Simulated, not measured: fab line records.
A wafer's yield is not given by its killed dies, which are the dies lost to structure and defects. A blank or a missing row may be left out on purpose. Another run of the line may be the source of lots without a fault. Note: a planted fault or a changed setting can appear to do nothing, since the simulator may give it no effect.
fab line records    flow ritCmos
record: lots: 6  wafers: 18  lastDay: 8
route steps=202 shown ACTIVE@1 M1@202
lots with no fault: from the same line, run without faults
startH: start of the lot's first displayed wafer, in hours after the record's first day    waitH: hours since the lot's step before    " repeats the value in the row above    L1.1+2: several wafers, shown together as one row    - no value present, or no start provided    * or withheld: withheld    < > ~ a bound
route shown NAME@n: NAME is a module with steps in the file, n the number in the route of the first one    usual: the fault-free wafers' mean and standard deviation    same: alike in all rows    chamber/n: place in a boat    sites: per-site readings    _std_site: their standard deviation    _edge_site: outer sites' mean less inner sites'    radiusMm: for every site, how far away it sits from the centre of the wafer    mask NAME#n: copy n    behind: tool/chamber where the wafer was last shaped    hold: the reason the lot was held/the length of the hold in hours/how it ended    device: the n, p or np transistor that did not switch    end of line: the route-end tests of the same wafers    a step given without rows: its recipe and nothing more    killed: count of dies lost to structure and defects at first sort (not the wafer's yield)    map: dies across one wafer; x = killed, . = not, _ = none there
set.NAME: the setting that was run; set.NAME@STEP: the one run at that earlier step    model.NAME: the simulator's own value behind a step, which no gauge read
lots at selected steps of the route; one table per step, one row per wafer
== steps ==
step: RIT_ACTIVE_BOW_MEAS_00
recipe: mode: bow
usual: INCOMING_BOW: 0/5.6
lot.wafer  tool          chamber  startH  waitH  INCOMING_BOW[um]
L891.1     filmMetro-03  -        40.00   -      -2
L891.3     "             -        "       "      -8
L891.5     "             -        "       "      -2
L896.1     filmMetro-01  -        65.00   -      0
L896.4     "             -        "       "      2
L896.5     "             -        "       "      1
L899.1     filmMetro-01  -        80.00   -      2
L899.4     "             -        "       "      -2
L899.6     "             -        "       "      -1
L902.1     filmMetro-03  -        95.00   -      -3
L902.2     "             -        "       "      9
L902.6     "             -        "       "      -3
L903.2     filmMetro-01  -        100.02  -      -15
L903.3     "             -        "       "      1
L903.6     "             -        "       "      7
L908.3     filmMetro-01  -        125.04  -      4
L908.4     "             -        "       "      -8
L908.5     "             -        "       "      8
step: RIT_ACTIVE_OXIDATION_01
recipe: tempC: 1000  ambient: O2  targetThkA: 468  oxTimeS: 3360
step: RIT_ACTIVE_THK_MEAS_02
recipe: reads: SiO2_of_ACTIVE_OXIDATION_01
usual: ACTIVE_OXIDE_THK: 46.6/0.81
lot.wafer  tool          chamber  startH  waitH  ACTIVE_OXIDE_THK[nm]
L891.1     filmMetro-03  -        42.05   0.0    46.2
L891.3     "             -        "       "      46.3
L891.5     "             -        "       "      47.1
L896.1     filmMetro-01  -        71.27   0.0    46.3
L896.4     "             -        "       "      46.6
L896.5     "             -        "       "      46.7
L899.1     filmMetro-02  -        83.43   0.0    46.5
L899.4     "             -        "       "      46.8
L899.6     "             -        "       "      45.5
L902.1     filmMetro-02  -        97.25   0.0    46.7
L902.2     "             -        "       "      46.9
L902.6     "             -        "       "      47.4
L903.2     filmMetro-03  -        103.50  0.0    45.5
L903.3     "             -        "       "      45.9
L903.6     "             -        "       "      45.7
L908.3     filmMetro-01  -        127.97  0.0    46.6
L908.4     "             -        "       "      46.3
L908.5     "             -        "       "      45.5
step: RIT_ACTIVE_CVD_03
recipe: material: Si3N4  targetThkNm: 150  tempC: 810  precursor: SiH2Cl2/NH3  timeS: 1500  pressureMtorr: 300  sih2cl2FlowSccm: 60  nh3FlowSccm: 150
step: RIT_ACTIVE_THK_MEAS_04
recipe: reads: Si3N4_of_ACTIVE_CVD_03
usual: ACTIVE_NITRIDE_THK: 149.9/1.5
lot.wafer  tool          chamber  startH  waitH  ACTIVE_NITRIDE_THK[nm]
L891.1     filmMetro-03  -        43.53   0.0    151.2
L891.3     "             -        "       "      149.2
L891.5     "             -        "       "      150.7
L896.1     filmMetro-03  -        74.52   0.0    149.9
L896.4     "             -        "       "      148.8
L896.5     "             -        "       "      151.0
L899.1     filmMetro-03  -        84.91   0.0    150.6
L899.4     "             -        "       "      150.0
L899.6     "             -        "       "      151.0
L902.1     filmMetro-03  -        99.43   0.0    150.9
L902.2     "             -        "       "      149.8
L902.6     "             -        "       "      149.8
L903.2     filmMetro-03  -        104.98  0.0    149.5
L903.3     "             -        "       "      149.9
L903.6     "             -        "       "      149.5
L908.3     filmMetro-03  -        129.45  0.0    150.1
L908.4     "             -        "       "      148.6
L908.5     "             -        "       "      149.9
step: RIT_ACTIVE_HMDS_05
recipe: primeTimeS: 60  primeTempC: 140
step: RIT_ACTIVE_COAT_06
recipe: resist: NOVOLAK  spinRpm: 3250  resistThkNm: 1000
step: RIT_ACTIVE_SOFTBAKE_07
recipe: resist: NOVOLAK  tempC: 90  timeS: 60
step: RIT_ACTIVE_EXPOSE_08
recipe: maskId: M1  na: 0.6  sourceShape: conventional  sigmaOuter: 0.6  targetCdNm: 1400  doseMj: 225
step: RIT_ACTIVE_PEB_09
recipe: resist: NOVOLAK  tempC: withheld  timeS: withheld
step: RIT_ACTIVE_DEVELOP_10
recipe: resist: NOVOLAK  developTimeS: 50  devTempC: 23
lot.wafer   tool           chamber  startH  waitH
L891.1+3+5  lithoTrack-03  0        44      -
L896.1+4+5  lithoTrack-01  0        75      -
L899.1+4+6  lithoTrack-01  0        85      -
L902.1+2+6  lithoTrack-04  0        100     -
L903.2+3+6  lithoTrack-01  0        105     -
L908.3+4+5  lithoTrack-03  0        130     -
step: RIT_ACTIVE_CD_MEAS_11
recipe: targetCdNm: 1400
usual: cdNm: 1400.1/2.4
lot.wafer  tool      chamber  startH  waitH  hold                     cdNm
L891.1     cdSem-01  -        44.56   -      -                        1399.4
L891.3     "         -        "       "      -                        1399.9
L891.5     "         -        "       "      -                        1397.6
L896.1     cdSem-01  -        75.43   -      -                        1398.4
L896.4     "         -        "       "      -                        1400.4
L896.5     "         -        "       "      -                        1399.5
L899.1     cdSem-02  -        86.04   -      awaitDispo/0.2h/release  1681.2
L899.4     "         -        "       "      awaitDispo/0.2h/release  1681.9
L899.6     "         -        "       "      awaitDispo/0.2h/release  1682.6
L899.1     cdSem-02  -        86.33   0.3    -                        1681.5
L899.4     "         -        "       "      -                        1682.1
L899.6     "         -        "       "      -                        1682.1
L902.1     cdSem-01  -        100.59  -      -                        1404.5
L902.2     "         -        "       "      -                        1404.9
L902.6     "         -        "       "      -                        1402.7
L903.2     cdSem-02  -        105.91  -      awaitDispo/0.2h/release  1680.6
L903.3     "         -        "       "      awaitDispo/0.2h/release  1679.3
L903.6     "         -        "       "      awaitDispo/0.2h/release  1681.0
L903.2     cdSem-02  -        106.20  0.3    -                        1680.2
L903.3     "         -        "       "      -                        1679.0
L903.6     "         -        "       "      -                        1680.9
L908.3     cdSem-02  -        130.50  -      -                        1403.4
L908.4     "         -        "       "      -                        1403.6
L908.5     "         -        "       "      -                        1402.1
step: RIT_M1_PROBE_99
usual: defectLimitedYield: 97.5/1.2  killedAtContacts: 0.1/0.32  killedAtFrontEnd: 6/3.1  killedDies: 7/3.2  killedOpen: 3.1/1.9  killedShort: 3.5/2.2  sort_bin_3_pad_short: 0.2/0.24  sort_bin_5_function: 1.5/0.86  sort_bin_6_memory: 0.9/0.59  sortNPass: 257/3.2  sortYieldPct: 97.5/1.2
same: grossDies: 264  killed_at_M0_to_M3: 0  killed_at_M4_up: 0  killedAtBackSide: 0  killedAtOther: 0
lot.wafer  tool       chamber  startH  waitH  defectLimitedYield[%]  killedAtContacts  killedAtFrontEnd  killedDies  killedOpen  killedShort  sort_bin_3_pad_short[%]  sort_bin_5_function[%]  sort_bin_6_memory[%]  sortNPass  sortYieldPct[%]
L891.1     prober-02  -        96.06   0.1    97.0                   0                 8                 8           3           5            0.4                      1.9                     0.8                   256        97.0
L891.3     prober-02  -        96.16   0.2    94.7                   0                 14                14          8           6            0.8                      3.0                     1.5                   250        94.7
L891.5     prober-02  -        96.26   0.2    97.7                   0                 6                 6           1           5            0.4                      1.1                     0.8                   258        97.7
L896.1     prober-01  -        118.81  0.1    96.6                   0                 9                 9           3           6            0.4                      1.9                     1.1                   255        96.6
L896.4     prober-01  -        118.96  0.2    98.9                   0                 3                 3           1           2            0                        0.4                     0.8                   261        98.9
L896.5     prober-01  -        119.01  0.2    96.6                   0                 9                 9           4           5            0.4                      1.5                     1.5                   255        96.6
L902.1     prober-01  -        148.54  0.1    97.3                   1                 6                 7           5           2            0.4                      1.5                     0.8                   257        97.3
L902.2     prober-01  -        148.59  0.1    97.7                   0                 6                 6           3           3            0.4                      1.5                     0.4                   258        97.7
L902.6     prober-01  -        148.79  0.2    98.1                   0                 5                 5           5           0            0                        0.4                     1.5                   259        98.1
L908.3     prober-02  -        182.31  0.2    98.1                   0                 5                 5           2           3            0                        0.8                     1.1                   259        98.1
L908.4     prober-02  -        182.36  0.2    95.5                   0                 12                12          5           7            0.8                      2.7                     1.1                   252        95.5
L908.5     prober-02  -        182.41  0.2    98.5                   0                 4                 4           1           2            0                        1.5                     0                     260        98.5
killed by level:class
L891.1 REOX:geometricParticle:short=3 GATE:geometricParticle:open=2 FOX1:geometricParticle:short=1 SILICIDE:geometricParticle:open=1 SILICIDE:geometricParticle:short=1
L891.3 GATE:geometricParticle:open=4 FOX2:geometricParticle:open=2 GATE:geometricParticle:short=2 SILICIDE:geometricParticle:short=2 FOX1:geometricParticle:short=1 FOX1:geometricParticle:open=1 REOX:geometricParticle:short=1 SILICIDE:geometricParticle:open=1
L891.5 GATE:geometricParticle:short=2 SPACER:geometricParticle:short=2 FOX2:geometricParticle:short=1 REOX:geometricParticle:open=1
L896.1 GATE:geometricParticle:short=4 GATE:geometricParticle:open=3 REOX:geometricParticle:short=1 SILICIDE:geometricParticle:short=1
L896.4 GATE:geometricParticle:open=1 GATE:geometricParticle:short=1 SILICIDE:geometricParticle:short=1
L896.5 SILICIDE:geometricParticle:short=3 GATE:geometricParticle:open=2 GATE:geometricParticle:short=2 FOX1:geometricParticle:open=1 REOX:geometricParticle:open=1
L902.1 SILICIDE:geometricParticle:open=3 FOX1:geometricParticle:open=1 GATE:geometricParticle:open=1 GATE:geometricParticle:short=1 CONTACT:geometricParticle:short=1
L902.2 FOX2:geometricParticle:open=3 GATE:geometricParticle:short=2 REOX:geometricParticle:short=1
L902.6 FOX1:geometricParticle:open=1 FOX2:geometricParticle:open=1 GATE:geometricParticle:open=1 REOX:geometricParticle:open=1 SPACER:geometricParticle:open=1
L908.3 GATE:geometricParticle:open=2 GATE:geometricParticle:short=1 SPACER:geometricParticle:short=1 SILICIDE:geometricParticle:short=1
L908.4 GATE:geometricParticle:open=4 GATE:geometricParticle:short=3 FOX2:geometricParticle:short=2 FOX1:geometricParticle:short=1 REOX:geometricParticle:short=1 SPACER:geometricParticle:open=1
L908.5 SPACER:geometricParticle:short=2 SPACER:geometricParticle:open=1 NLDD:coatMicrobubblePrinted=1
== key ==
firstSign: step: RIT_ACTIVE_CD_MEAS_11  reading: visit  direction: added
effect: step: RIT_ACTIVE_CD_MEAS_11  reading: cdNm  direction: up  sigmas: 99+  usual: 1400.1  struck: 1681.1
metAt RIT_ACTIVE_DEVELOP_10
struckWafers L899.1,L899.4,L899.6,L903.2,L903.3,L903.6
scrappedBehind RIT_ACTIVE_CD_MEAS_11 L899.1,L899.4,L899.6,L903.2,L903.3,L903.6
onsetBetween 75 85
fault: kind: processParameterDrift  tool: lithoTrack-01  chamber: -  onsetH: 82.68  steps: RIT_ACTIVE_DEVELOP_10  channel: developTimeS  offset: *  shape: step  endH: 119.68  actsIn: *  stated: *
